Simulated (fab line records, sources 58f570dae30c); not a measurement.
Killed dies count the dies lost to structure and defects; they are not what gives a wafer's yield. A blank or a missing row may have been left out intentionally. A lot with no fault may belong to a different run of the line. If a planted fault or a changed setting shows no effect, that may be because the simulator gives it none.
Lot-split experiment + flow berkeleyCmos170 + 23 wafers read across 5 lots, on a route 331 steps long

ABOUT THE SPLIT
At UCB170_SILICIDE_SPUTTER_01 (material Ti, target thk 30 nm, time 25 s), the setting timeS was moved away from the recipe's 25 s on 6 of the 23 wafers read, by -15.0% to -8.3%. The other wafers ran this setting at the recipe's value.

FROM THE SPLIT ON TO THE READING: in between, the file shows 1 step
- UCB170_SILICIDE_RS_MEAS_02: measures by four-point-probe

THE READING
SILICIDE_TI_THK, in nm, at UCB170_SILICIDE_THK_MEAS_03 (measures by xrf). A value of 30.1 nm with a standard deviation of 0.35 nm is what fault-free wafers of this fab line usually give.

| wafer  | tool, chamber at the split | timeS as run, s | against the recipe | SILICIDE_TI_THK, nm | against lot-mates on the recipe |
|--------|----------------------------|-----------------|--------------------|---------------------|---------------------------------|
| L075.1 | pvdSputter-02, -           | 25              | recipe             | 30.2                | -                               |
| L075.2 | pvdSputter-02, -           | 25              | recipe             | 29.9                | -                               |
| L075.3 | pvdSputter-02, -           | 25              | recipe             | 30.0                | -                               |
| L074.1 | pvdSputter-04, -           | 25              | recipe             | 30.4                | -                               |
| L074.2 | pvdSputter-04, -           | 25              | recipe             | 30.5                | -                               |
| L074.4 | pvdSputter-04, -           | 25              | recipe             | 30.4                | -                               |
| L074.5 | pvdSputter-04, -           | 25              | recipe             | 30.5                | -                               |
| L074.6 | pvdSputter-04, -           | 25              | recipe             | 30.5                | -                               |
| L081.1 | pvdSputter-02, -           | 21.26           | -15.0%             | 25.8                | -4.3                            |
| L081.2 | pvdSputter-02, -           | 21.26           | -15.0%             | 25.4                | -4.8                            |
| L081.4 | pvdSputter-02, -           | 25              | recipe             | 30.1                | -                               |
| L081.5 | pvdSputter-02, -           | 25              | recipe             | 30.2                | -                               |
| L081.6 | pvdSputter-02, -           | 21.26           | -15.0%             | 25.6                | -4.5                            |
| L080.1 | pvdSputter-04, -           | 22.93           | -8.3%              | 27.8                | -2.3                            |
| L080.2 | pvdSputter-04, -           | 22.93           | -8.3%              | 27.6                | -2.5                            |
| L080.3 | pvdSputter-04, -           | 25              | recipe             | 30.0                | -                               |
| L080.4 | pvdSputter-04, -           | 25              | recipe             | 30.2                | -                               |
| L080.5 | pvdSputter-04, -           | 22.93           | -8.3%              | 27.4                | -2.7                            |
| L082.1 | pvdSputter-04, -           | 25              | recipe             | 30.9                | -                               |
| L082.2 | pvdSputter-04, -           | 25              | recipe             | 30.5                | -                               |
| L082.3 | pvdSputter-04, -           | 25              | recipe             | 30.3                | -                               |
| L082.4 | pvdSputter-04, -           | 25              | recipe             | 30.7                | -                               |
| L082.6 | pvdSputter-04, -           | 25              | recipe             | 30.5                | -                               |

THE FIT
A straight line over all 23 wafers: SILICIDE_TI_THK changes by +0.32 nm for each +1% of timeS; r = +0.99; the points scatter about the line by 0.25 nm.
The same after taking each lot's own level away (the mean of its wafers on the recipe; 23 wafers): +0.304 nm for each +1%; r = +1.00; scatter 0.15 nm.
On that fit, the largest move of timeS shifts the reading by 4.5 nm.
The span of the lots' own levels, 30.03 to 30.58 nm, comes to 1.6 times the standard deviation stated above.
The two slopes agree, so the slope changes little with the lot-to-lot level.
Check: for one of the wafers moved furthest among these (-15.0%), held out of the fit, the line's prediction against its lot-mates is -4.61 nm. It came out at -4.35 nm against them.

ADDITIONAL SPLITS CARRIED BY THESE WAFERS
Other splits were also applied to these wafers ahead of the reading. Each is held against what the fit with the lots' levels taken away leaves over:
| other split on the same wafers  | wafers away from the commonest value | r with SILICIDE_TI_THK (lot level and that fit taken away) |
|---------------------------------|--------------------------------------|------------------------------------------------------------|
| UCB170_SPACER_CVD_00 timeS      | 8                                    | -0.04                                                      |
| UCB170_PSD_IMPLANT_08 doseCm2   | 8                                    | -0.07                                                      |
| UCB170_BACKSIDE_STRIP_03 powerW | 11                                   | -0.34                                                      |

THE WHOLE CHAIN: every reading that the file lists as answering this split, in the file's order
| step                        | what it does                             | reading                                                                          | change (the file's fit)               | r (the file's) |
|-----------------------------|------------------------------------------|----------------------------------------------------------------------------------|---------------------------------------|----------------|
| UCB170_SILICIDE_SPUTTER_01  | material Ti, target thk 30 nm, time 25 s | Ti_of_SILICIDE_SPUTTER_01.thkNm (the simulator's own value, which no gauge read) | +0.301 nm for each +1% of the setting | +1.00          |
| UCB170_SILICIDE_RS_MEAS_02  | measures by four-point-probe             | SILICIDE_TI_RS                                                                   | -0.365 for each +1% of the setting    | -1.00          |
| UCB170_SILICIDE_THK_MEAS_03 | measures by xrf                          | SILICIDE_TI_THK                                                                  | +0.305 for each +1% of the setting    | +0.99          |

THE FILE'S OWN FIT
SILICIDE_TI_THK changes by +0.305 nm for each +1% of timeS, r = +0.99.
